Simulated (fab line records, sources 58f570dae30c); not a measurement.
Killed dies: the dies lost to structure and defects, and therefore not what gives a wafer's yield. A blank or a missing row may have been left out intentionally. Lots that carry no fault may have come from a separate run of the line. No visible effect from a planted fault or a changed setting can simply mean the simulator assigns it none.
The tool behind it: which one? + flow berkeley cmos170 + 7 lots, 21 wafers sampled, at 2 steps of a route of 331

== WHAT THE GAUGES SHOWED, per wafer ==
UCB170_PLDD_CD_MEAS_06 targets a cd of 1200 nm.
| lot  | measured     | on        | cd nm (nm)           |
|------|--------------|-----------|----------------------|
| L707 | day 6 10:16  | cd sem-02 | 1200.0 1199.5 1201.1 |
| L712 | day 7 07:58  | cd sem-02 | 1200.2 1199.6 1200.0 |
| L713 | day 7 17:04  | cd sem-02 | 1198.2 1198.5 1198.3 |
| L716 | day 8 14:34  | cd sem-02 | 1196.8 1198.2 1197.9 |
| L718 | day 9 01:55  | cd sem-01 | 1201.6 1200.6 1202.8 |
| L722 | day 9 17:02  | cd sem-02 | 1199.7 1199.5 1199.8 |
| L727 | day 10 20:43 | cd sem-01 | 1201.9 1201.9 1201.1 |

== WHICH TOOL RAN EACH LOT (tool, then ch and the chambers of the sampled wafers, then the start) ==
| lot  | UCB170_GATE_COAT_06               |
|------|-----------------------------------|
| L707 | litho track-04 ch 0, day 6 07:31  |
| L712 | litho track-04 ch 0, day 7 04:42  |
| L713 | litho track-04 ch 0, day 7 14:10  |
| L716 | litho track-03 ch 0, day 8 11:59  |
| L718 | litho track-03 ch 0, day 8 22:58  |
| L722 | litho track-03 ch 0, day 9 14:21  |
| L727 | litho track-04 ch 0, day 10 17:04 |
- UCB170_GATE_COAT_06

== THE ANSWER, worked out from the rows above alone ==
Rule: usual is defined by the lots themselves. The widest of any qualifying gaps counts: lots, ordered by their means at a reading, are off when they make up no more than a third of the lots, leave a main group of 4 or more, and stand apart from it by 3 or more times the standard deviation of that group's means. Not used: any main group whose means are identical at the precision the tables above print for the reading. A lot without any number at a reading at which 4 lots or more have one is off too. Any other lot the step has rows for is counted as sound.
Across all readings shown, no lot is off: no conclusion can be drawn from this.

== WHAT THE SIMULATOR HAD PUT IN ==
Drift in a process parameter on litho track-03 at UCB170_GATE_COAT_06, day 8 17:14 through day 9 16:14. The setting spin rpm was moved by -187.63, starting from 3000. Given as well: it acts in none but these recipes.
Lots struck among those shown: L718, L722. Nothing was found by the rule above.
